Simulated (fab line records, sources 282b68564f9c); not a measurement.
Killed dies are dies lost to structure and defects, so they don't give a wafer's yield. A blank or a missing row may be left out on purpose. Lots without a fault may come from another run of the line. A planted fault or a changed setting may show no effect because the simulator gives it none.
fab line records | flow rit_cmos
record lots=14 wafers=42 last_day=7
route steps=202 shown ACTIVE@2 M1@202
lots that met no fault: from a run of the same line without faults
start_h: hours from the record's first day to the start of the lot's first wafer shown | wait_h: hours since the lot's step before | " the same as in the row above | L1.1+2: a row that stands for several wafers | - no value, or no start given | * or withheld: withheld | < > ~ a bound
route shown NAME@n: a module of which the file shows steps, and the number in the route of the first | usual: mean/standard deviation of fault-free wafers | same: alike in all rows | chamber/n: place in a boat | sites: the reading at each site | _std_site: their standard deviation | _edge_site: outer sites' mean less inner sites' | radius_mm: how far each site lies from the wafer's centre | mask NAME#n: copy n | behind: the tool/chamber that last shaped the wafer | hold: why the lot was held/for how many hours/how that ended | device: the transistor (n, p or np) that didn't switch | end of line: the same wafers' tests at the end of the route | a step without rows: its recipe alone | killed: dies lost to structure and defects at the first sort, not the wafer's yield | map: a wafer's dies, x killed, . not, _ none there
set.NAME: the setting as run; set.NAME@STEP: as run at that earlier step | model.NAME: the simulator's own value behind a step, which no gauge read
steps of the route over a sample of lots; a table a step, a row a wafer
services: from which hour (start_h, from the record's first day; less than 0 if before it) a tool's chamber was out of use, for how many hours, and why
## steps
# step RIT_ACTIVE_OXIDATION_01
# recipe temp_c=1000 ambient=O2 target_thk_a=468 ox_time_s=3360
# same ox_time_s=3360
# columns lot.wafer tool chamber start_h wait_h
L500.3+4+6 furnace-03 0 16.61 1.5
L501.1+3+6 furnace-01 0 20.75 0.7
L503.3+4+5 furnace-04 0 31.10 1.0
L504.1+2+3 furnace-04 0 35.12 0.1
L507.2+3+4 furnace-04 0 50.32 0.3
L511.2+5+6 furnace-04 0 71.10 1.1
L514.3+4+5 furnace-03 0 85.54 0.5
L515.2+4+6 furnace-01 0 90.29 0.2
L516.3+4+5 furnace-01 0 95.84 0.8
L517.2+3+6 furnace-01 0 100.17 0.1
L518.1+4+5 furnace-01 0 107.04 2.0
L520.1+3+4 furnace-01 0 116.00 1.0
L521.1+2+6 furnace-01 0 120.12 0.1
L522.4+5+6 furnace-03 0 125.88 0.8
# step RIT_ACTIVE_THK_MEAS_02
# recipe reads=SiO2_of_ACTIVE_OXIDATION_01
# usual ACTIVE_OXIDE_THK=46.9/0.86
# columns lot.wafer tool chamber start_h wait_h ACTIVE_OXIDE_THK[nm]
L500.3 film_metro-03 - 18.56 0.0 45.7
L500.4 " - " " 45.5
L500.6 " - " " 46.2
L501.1 film_metro-02 - 22.68 0.0 47.8
L501.3 " - " " 47.6
L501.6 " - " " 48.0
L503.3 film_metro-03 - 33.05 0.0 45.5
L503.4 " - " " 45.5
L503.5 " - " " 46.3
L504.1 film_metro-02 - 37.05 0.0 46.3
L504.2 " - " " 46.2
L504.3 " - " " 45.5
L507.2 film_metro-02 - 52.27 0.0 49.3
L507.3 " - " " 48.7
L507.4 " - " " 49.4
L511.2 film_metro-02 - 73.04 0.0 51.8
L511.5 " - " " 50.7
L511.6 " - " " 51.6
L514.3 film_metro-01 - 87.49 0.0 47.4
L514.4 " - " " 46.8
L514.5 " - " " 47.7
L515.2 film_metro-01 - 92.23 0.0 47.8
L515.4 " - " " 47.4
L515.6 " - " " 47.4
L516.3 film_metro-01 - 97.80 0.0 46.5
L516.4 " - " " 46.5
L516.5 " - " " 46.6
L517.2 film_metro-03 - 102.11 0.0 47.4
L517.3 " - " " 46.4
L517.6 " - " " 46.6
L518.1 film_metro-02 - 108.97 0.0 45.8
L518.4 " - " " 47.3
L518.5 " - " " 46.7
L520.1 film_metro-01 - 117.93 0.0 47.2
L520.3 " - " " 46.8
L520.4 " - " " 46.5
L521.1 film_metro-01 - 122.05 0.0 47.0
L521.2 " - " " 47.0
L521.6 " - " " 47.6
L522.4 film_metro-03 - 127.84 0.0 46.0
L522.5 " - " " 46.3
L522.6 " - " " 45.9
# step RIT_M1_PROBE_99
# usual killed_at_M0_to_M3=0.0/0.16 killed_at_contacts=0.0/0.2 killed_at_front_end=7.2/2.5 killed_dies=7.3/2.5 killed_open=3.8/1.9 killed_short=3.5/1.8
# same gross_dies=264 killed_at_M4_up=0 killed_at_back_side=0 killed_at_other=0
# columns lot.wafer tool chamber start_h wait_h killed_at_M0_to_M3 killed_at_contacts killed_at_front_end killed_dies killed_open killed_short
L507.2 prober-01 - 103.08 0.1 0 0 6 6 3 3
L507.3 prober-01 - 103.13 0.2 0 0 6 6 6 0
L507.4 prober-01 - 103.18 0.2 0 1 6 7 5 2
# killed by level:class
L507.2 FOX1:geometric_particle:open=1 FOX2:geometric_particle:open=1 GATE:geometric_particle:short=1 GATE:geometric_particle:open=1 REOX:geometric_particle:short=1 SILICIDE:geometric_particle:short=1
L507.3 FOX2:geometric_particle:open=2 REOX:geometric_particle:open=2 FOX1:geometric_particle:open=1 GATE:geometric_particle:open=1
L507.4 GATE:geometric_particle:open=2 REOX:geometric_particle:open=2 REOX:geometric_particle:short=1 SILICIDE:geometric_particle:short=1 CONTACT:geometric_particle:open=1
## services
# columns tool chamber start_h hours kind
furnace-03 - 69.77 2.6 pm
furnace-03 - 72.37 4.9 pm
## key
first_sign step=RIT_ACTIVE_THK_MEAS_02 reading=ACTIVE_OXIDE_THK direction=up sigmas=3.8 usual=46.9 struck=50.3
effect none on later readings
met_at RIT_ACTIVE_OXIDATION_01
struck_lots L507,L511
tester_left_out L507,L511
onset_between 35.12 50.32
fault kind=process_parameter_drift tool=furnace-04 chamber=- onset_h=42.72 steps=RIT_ACTIVE_OXIDATION_01 channel=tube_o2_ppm offset=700 shape=step end_h=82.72
# tester_left_out: of these lots the tester's yield and bins aren't shown, on N5 and GAA mostly nor the transistor test; their killed dies are dies lost to structure and defects alone, not to doping, threshold or leakage, so they don't give the yield
